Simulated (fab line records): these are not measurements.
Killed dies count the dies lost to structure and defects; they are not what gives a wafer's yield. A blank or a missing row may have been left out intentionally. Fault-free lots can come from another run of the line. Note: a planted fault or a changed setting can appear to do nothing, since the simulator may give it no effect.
A lot that was struck, set against a sound lot | flow rit cmos | 17 steps out of a route of 202
Sound: the wafers L190.4, L190.5, L190.6. Struck: wafers L204.3, L204.4, L204.5. At the end, the cause is stated.
Each step with rows lists, per side, the tool, then ch with its chambers, then its first start. Under that, the readings that differ: sound wafers | struck wafers | difference of the means | sigmas: that difference in standard deviations of wafers without a fault.
alike: words and numbers the same on both sides, and readings whose means are apart by under 2 such deviations; not compared: readings that were withheld, readings missing a value for some wafer, numbers with overlapping values and no deviation given by the record, and bounds like >300 which may hide the same value.
Wherever a step has rows on one side only, a row that says differs or no value, or a row with sigmas, the two part there. Numbers that have no deviation but don't overlap get no sigmas and don't part them. A reading missing from all wafers of one side parts the sides only when that side holds two or more wafers.

first, 1 step without rows for these wafers: RIT_PRETRO_DEVELOP_05 (develop time 68 s).
RIT_PRETRO_OVL_MEAS_06:
  sound on overlay-01, day 4 07:56; struck on overlay-02, day 7 03:36
  alike: PRETRO_OVL
then, 2 steps without rows for these wafers: RIT_PRETRO_HARDBAKE_07 (time 120 s); RIT_PRETRO_IMPLANT_08.
RIT_PRETRO_STRIP_09: strips in O2, time 180 s.
  sound on plasma asher-02 ch 0,1, day 4 08:25; struck on plasma asher-04 ch 0,1, day 7 04:05
  alike: drypump motor current A
  not compared: rf hours counter h
RIT_PRETRO_TW_MEAS_10:
  sound on film metro-04, day 4 08:34; struck on film metro-04, day 7 04:13
  alike: PRETRO_TW
then, 5 steps without rows for these wafers: RIT_GATE_WET_ETCH_00 (etches SiO2 in BOE, target depth 56 nm, time 60 s); RIT_GATE_CLEAN_01 (cleans in SC1, time 600 s); RIT_GATE_CLEAN_02 (cleans in dHF, time 30 s); RIT_GATE_CLEAN_03 (cleans in SC2, time 600 s); RIT_GATE_CLEAN_04 (cleans in dHF, time 60 s).
RIT_FOX2_THK_MEAS_91:
  sound on film metro-01, day 4 09:02; struck on film metro-01, day 7 04:43
  alike: FIELD_OXIDE_LEFT_2_THK
RIT_GATE_OXIDATION_05: target thk 3 nm, ox time 270 s.
  sound on furnace-04 ch 0, day 4 12:11; struck on furnace-03 ch 0, day 7 04:45
  reading                                     | sound             | struck               | difference | sigmas
  spike tc centre C (C)                       | 902.4 902.6 903.1 | 771.6 770.0 770.7    | -131.9     | -99 or more
  spike tc load C (C)                         | 925.6 927.2 926.5 | 789.7 789.8 790.2    | -136.5     | -85
  spike tc source C (C)                       | 928.8 929.1 929.1 | 790.2 789.4 790.3    | -139.0     | -58
  tube center temp C (C)                      | 900.06 900 899.91 | 767.57 767.47 767.54 | -132.46    | -99 or more
  tube_center_temp_C_max                      | 903.2 901.9 901.9 | 769.4 770.1 770.2    | -132.4     | -99 or more
  zone power centre pct (%)                   | 46 46 46          | 30 29 30             | -16        | -4
  zone power load pct (%)                     | 25.8 25.5 25.9    | 19.2 19.8 19.4       | -6.3       | -4
  zone power source pct (%)                   | 26.2 26.1 25.7    | 20.4 20.5 20.8       | -5.4       | -4
  model.SiO2_of_GATE_OXIDATION_05.thk nm (nm) | 3.025 2.938 2.979 | 0.3768 0.3231 0.3535 | -2.6295    |
then, 1 step without rows for these wafers: RIT_GATE_ANNEAL_06 (time 600 s).
RIT_GATE_THK_MEAS_07:
  sound on film metro-01, day 4 15:28; struck on film metro-03, day 7 06:33
  reading             | sound          | struck         | difference | sigmas
  GATE_OXIDE_THK (nm) | 3.00 2.99 2.97 | 0.34 0.31 0.34 | -2.66      | -44
then, 1 step without rows for these wafers: RIT_GATE_CVD_08 (deposits poly-Si from SiH4, target thk 250 nm, time 2220 s).
RIT_M1_PROBE_99:
  sound on prober-02, day 5 16:38; struck on prober-02, day 8 07:47
  reading             | sound | struck      | difference | sigmas
  killed at front end | 5 8 1 | 264 264 264 | +259       | +89
  killed dies         | 5 9 1 | 264 264 264 | +259       | +89
  killed on rim       | 2 3 1 | 70 70 70    | +68        | +49
  alike: killed at contacts, killed open, killed short

## WHERE THEY PART
Earliest at RIT_GATE_OXIDATION_05; latest, in this record, at RIT_M1_PROBE_99.

WHY: whatever the simulator had introduced
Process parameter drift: furnace-03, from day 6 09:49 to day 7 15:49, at RIT_GATE_OXIDATION_05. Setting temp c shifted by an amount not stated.
